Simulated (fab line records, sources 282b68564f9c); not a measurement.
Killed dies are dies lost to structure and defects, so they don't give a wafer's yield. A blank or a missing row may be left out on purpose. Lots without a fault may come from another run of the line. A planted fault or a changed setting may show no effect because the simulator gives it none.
fab line records | flow rit_cmos
record lots=11 wafers=33 last_day=7
route steps=202 shown PWELL@48 PLDD@120 PSD@151 M1@185
lots that met no fault: from a run of the same line without faults
start_h: hours from the record's first day to the start of the lot's first wafer shown | wait_h: hours since the lot's step before | " the same as in the row above | L1.1+2: a row that stands for several wafers | - no value, or no start given | * or withheld: withheld | < > ~ a bound
route shown NAME@n: a module of which the file shows steps, and the number in the route of the first | usual: mean/standard deviation of fault-free wafers | same: alike in all rows | chamber/n: place in a boat | sites: the reading at each site | _std_site: their standard deviation | _edge_site: outer sites' mean less inner sites' | radius_mm: how far each site lies from the wafer's centre | mask NAME#n: copy n | behind: the tool/chamber that last shaped the wafer | hold: why the lot was held/for how many hours/how that ended | device: the transistor (n, p or np) that didn't switch | end of line: the same wafers' tests at the end of the route | a step without rows: its recipe alone | killed: dies lost to structure and defects at the first sort, not the wafer's yield | map: a wafer's dies, x killed, . not, _ none there
set.NAME: the setting as run; set.NAME@STEP: as run at that earlier step | model.NAME: the simulator's own value behind a step, which no gauge read
steps of the route over a sample of lots; a table a step, a row a wafer
services: from which hour (start_h, from the record's first day; less than 0 if before it) a tool's chamber was out of use, for how many hours, and why
## steps
# step RIT_PWELL_STRIP_09
# recipe chemistry=O2 time_s=180 resist=NOVOLAK platen_temp_c=withheld power_w=500 pressure_mtorr=4000 o2_flow_sccm=3934
# usual drypump_motor_current_A=5.3/0.45
# columns lot.wafer tool chamber start_h wait_h drypump_motor_current_A rf_hours_counter_h
L304.1 plasma_asher-01 1 24.05 0.1 4.8 39
L304.4 " 0 " " 5.4 -
L304.6 " 0 " " 5.4 -
L305.1 plasma_asher-01 0 29.47 0.1 5.4 40
L305.3 " 1 " " 4.8 -
L305.4 " 0 " " 5.4 -
L306.2 plasma_asher-01 0 32.65 0.1 5.4 40
L306.4 " 1 " " 4.8 -
L306.6 " 1 " " 4.8 -
L310.1 plasma_asher-03 1 55.64 0.1 5.9 44
L310.2 " 0 " " 4.9 44
L310.6 " 0 " " 5.0 -
L311.3 plasma_asher-03 1 59.47 0.1 6.0 -
L311.4 " 0 " " 5.0 -
L311.6 " 0 " " 5.0 -
L316.1 plasma_asher-03 0 84.53 0.1 5.0 46
L316.2 " 1 " " 5.9 46
L316.4 " 1 " " 5.9 -
L319.1 plasma_asher-01 0 98.90 0.1 5.4 48
L319.5 " 1 " " 4.8 -
L319.6 " 0 " " 5.4 -
L320.3 plasma_asher-01 1 102.87 0.1 4.8 -
L320.4 " 0 " " 5.4 -
L320.5 " 1 " " 4.8 -
L321.1 plasma_asher-01 1 108.11 0.1 4.8 49
L321.2 " 0 " " 5.4 49
L321.6 " 0 " " 5.4 -
L324.1 plasma_asher-01 0 125.25 0.1 5.4 52
L324.5 " 0 " " 5.4 -
L324.6 " 1 " " 4.8 -
L325.2 plasma_asher-01 0 128.32 0.1 5.4 52
L325.3 " 0 " " 5.4 -
L325.4 " 1 " " 4.8 -
# step RIT_PLDD_OVL_MEAS_06
# usual PLDD_OVL=-0.5/1.4
# columns lot.wafer tool chamber start_h wait_h PLDD_OVL[nm]
L304.1 overlay-02 - 46.53 - -0.5
L304.4 " - " " 0.7
L304.6 " - " " 2.4
L305.1 overlay-02 - 49.39 - 0.0
L305.3 " - " " -0.3
L305.4 " - " " 0.1
L306.2 overlay-01 - 54.04 - -0.3
L306.4 " - " " 0.1
L306.6 " - " " 0.4
L310.1 overlay-02 - 77.30 - 0.4
L310.2 " - " " -0.2
L310.6 " - " " -1.0
L311.3 overlay-01 - 79.95 - -0.5
L311.4 " - " " 0.5
L311.6 " - " " -0.3
L316.1 overlay-01 - 107.42 - 0.8
L316.2 " - " " 1.8
L316.4 " - " " -0.4
L319.1 overlay-02 - 118.44 - -1.3
L319.5 " - " " -0.6
L319.6 " - " " -1.0
L320.3 overlay-02 - 123.71 - 1.2
L320.4 " - " " 2.7
L320.5 " - " " -0.8
L321.1 overlay-02 - 129.28 - -3.0
L321.2 " - " " -4.1
L321.6 " - " " -3.6
L324.1 overlay-01 - 148.55 - -0.6
L324.5 " - " " 0.3
L324.6 " - " " 0.4
L325.2 overlay-01 - 149.87 - 1.3
L325.3 " - " " 2.1
L325.4 " - " " 1.6
# step RIT_PSD_STRIP_09
# recipe chemistry=O2 time_s=180 resist=NOVOLAK platen_temp_c=withheld power_w=500 pressure_mtorr=4000 o2_flow_sccm=4000
# usual drypump_motor_current_A=5.3/0.4
# columns lot.wafer tool chamber start_h wait_h drypump_motor_current_A rf_hours_counter_h
L304.1 plasma_asher-01 1 52.55 0.1 4.8 42
L304.4 " 0 " " 5.4 -
L304.6 " 0 " " 5.4 -
L305.1 plasma_asher-04 1 55.39 0.1 5.5 22
L305.3 " 0 " " 5.6 -
L305.4 " 1 " " 5.5 -
L306.2 plasma_asher-01 0 60.19 0.1 5.4 43
L306.4 " 1 " " 4.8 -
L306.6 " 1 " " 4.8 -
L310.1 plasma_asher-03 1 82.97 0.1 5.9 46
L310.2 " 0 " " 4.9 46
L310.6 " 0 " " 4.9 -
L311.3 plasma_asher-01 1 86.03 0.1 4.8 -
L311.4 " 0 " " 5.4 -
L311.6 " 1 " " 4.8 -
L316.1 plasma_asher-01 0 115.53 0.1 5.4 50
L316.2 " 1 " " 4.8 50
L316.4 " 1 " " 4.8 -
L319.1 plasma_asher-03 0 124.24 0.1 5.0 51
L319.5 " 0 " " 5.0 -
L319.6 " 1 " " 5.9 -
L320.3 plasma_asher-01 1 129.59 0.1 4.8 -
L320.4 " 0 " " 5.4 -
L320.5 " 1 " " 4.8 -
L321.1 plasma_asher-03 0 135.08 0.1 5.0 52
L321.2 " 1 " " 5.9 52
L321.6 " 1 " " 5.9 -
L324.1 plasma_asher-03 0 154.42 0.1 5.0 54
L324.5 " 0 " " 5.0 -
L324.6 " 1 " " 5.9 -
L325.2 plasma_asher-03 0 155.81 0.1 5.0 54
L325.3 " 0 " " 5.0 -
L325.4 " 1 " " 5.9 -
# step RIT_M1_RS_MEAS_01
# recipe thk_meas_gauge=four-point-probe reads=Al_of_M1_SPUTTER_00
# usual M1_AL_RS=0.0733/0.0007
# columns lot.wafer tool chamber start_h wait_h M1_AL_RS[ohm/sq]
L304.1 film_metro-02 - 56.94 0.1 0.0728
L304.4 " - " " 0.0731
L304.6 " - " " 0.0738
L305.1 film_metro-03 - 59.71 0.1 0.0734
L305.3 " - " " 0.0743
L305.4 " - " " 0.0744
L306.2 film_metro-04 - 64.85 0.2 0.0730
L306.4 " - " " 0.0729
L306.6 " - " " 0.0742
L310.1 film_metro-02 - 87.22 0.1 0.0730
L310.2 " - " " 0.0730
L310.6 " - " " 0.0722
L311.3 film_metro-03 - 90.18 0.2 0.0725
L311.4 " - " " 0.0722
L311.6 " - " " 0.0735
L316.1 film_metro-03 - 119.96 0.1 0.0728
L316.2 " - " " 0.0729
L316.4 " - " " 0.0724
L319.1 film_metro-04 - 128.96 0.1 0.0725
L319.5 " - " " 0.0722
L319.6 " - " " 0.0727
L320.3 film_metro-04 - 134.02 0.2 0.0739
L320.4 " - " " 0.0731
L320.5 " - " " 0.0739
L321.1 film_metro-03 - 139.47 0.1 0.0735
L321.2 " - " " 0.0732
L321.6 " - " " 0.0736
L324.1 film_metro-03 - 159.16 0.1 0.0728
L324.5 " - " " 0.0744
L324.6 " - " " 0.0730
L325.2 film_metro-03 - 160.64 0.2 0.0732
L325.3 " - " " 0.0741
L325.4 " - " " 0.0739
# step RIT_M1_PROBE_99
# usual killed_at_contacts=0.0/0.2 killed_at_front_end=6.6/2.9 killed_dies=6.6/3 killed_open=3.4/2 killed_short=3.2/2
# same gross_dies=264 killed_at_M0_to_M3=0 killed_at_M4_up=0 killed_at_back_side=0 killed_at_other=0
# columns lot.wafer tool chamber start_h wait_h killed_at_contacts killed_at_front_end killed_dies killed_open killed_short
L311.3 prober-01 - 94.14 0.2 0 48 48 4 0
L311.4 prober-01 - 94.19 0.2 0 4 4 2 2
L311.6 prober-01 - 94.29 0.2 0 8 8 3 5
L316.1 prober-02 - 123.83 0.1 0 11 11 6 5
L316.2 prober-02 - 123.88 0.1 0 44 44 1 4
L316.4 prober-02 - 123.98 0.2 0 45 45 7 3
# killed by level:class
L311.3 PWELL:unspecified=44 REOX:geometric_particle:open=2 GATE:geometric_particle:open=1 SILICIDE:geometric_particle:open=1
L311.4 SILICIDE:geometric_particle:open=2 GATE:geometric_particle:short=1 SILICIDE:geometric_particle:short=1
L311.6 GATE:geometric_particle:short=4 FOX1:geometric_particle:open=2 SPACER:geometric_particle:open=1 SPACER:geometric_particle:short=1
L316.1 GATE:geometric_particle:open=3 REOX:geometric_particle:short=3 SILICIDE:geometric_particle:open=3 GATE:geometric_particle:short=1 SILICIDE:geometric_particle:short=1
L316.2 PWELL:unspecified=39 SILICIDE:geometric_particle:short=3 GATE:geometric_particle:short=1 SPACER:geometric_particle:open=1
L316.4 PWELL:unspecified=35 GATE:geometric_particle:open=5 FOX1:geometric_particle:short=2 FOX1:geometric_particle:open=1 SILICIDE:geometric_particle:open=1 SILICIDE:geometric_particle:short=1
## services
# columns tool chamber start_h hours kind
plasma_asher-04 - 33.20 1.2 repair
plasma_asher-03 - 68.20 8.0 repair
plasma_asher-04 - 69.16 10.0 pm
plasma_asher-01 - 90.33 1.3 repair
plasma_asher-04 - 95.39 2.0 repair
## key
first_sign step=RIT_M1_PROBE_99 reading=killed_at_front_end direction=up sigmas=13 usual=6.6 struck=45.7
effect step=RIT_M1_PROBE_99 reading=killed_dies direction=up sigmas=13 usual=6.6 struck=45.7
met_at RIT_PWELL_STRIP_09
struck_lots L311,L316
struck_wafers L311.3,L316.2,L316.4
tester_left_out L311,L316
not_acting_at RIT_PLDD_OVL_MEAS_06,RIT_PSD_STRIP_09,RIT_M1_RS_MEAS_01
onset_between 55.64 59.47
fault kind=chamber_particle_source tool=plasma_asher-03 chamber=1 onset_h=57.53 steps=RIT_PWELL_STRIP_09 rate_per_visit_cm2=1.9744 end_h=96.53
# tester_left_out: of these lots the tester's yield and bins aren't shown, on N5 and GAA mostly nor the transistor test; their killed dies are dies lost to structure and defects alone, not to doping, threshold or leakage, so they don't give the yield
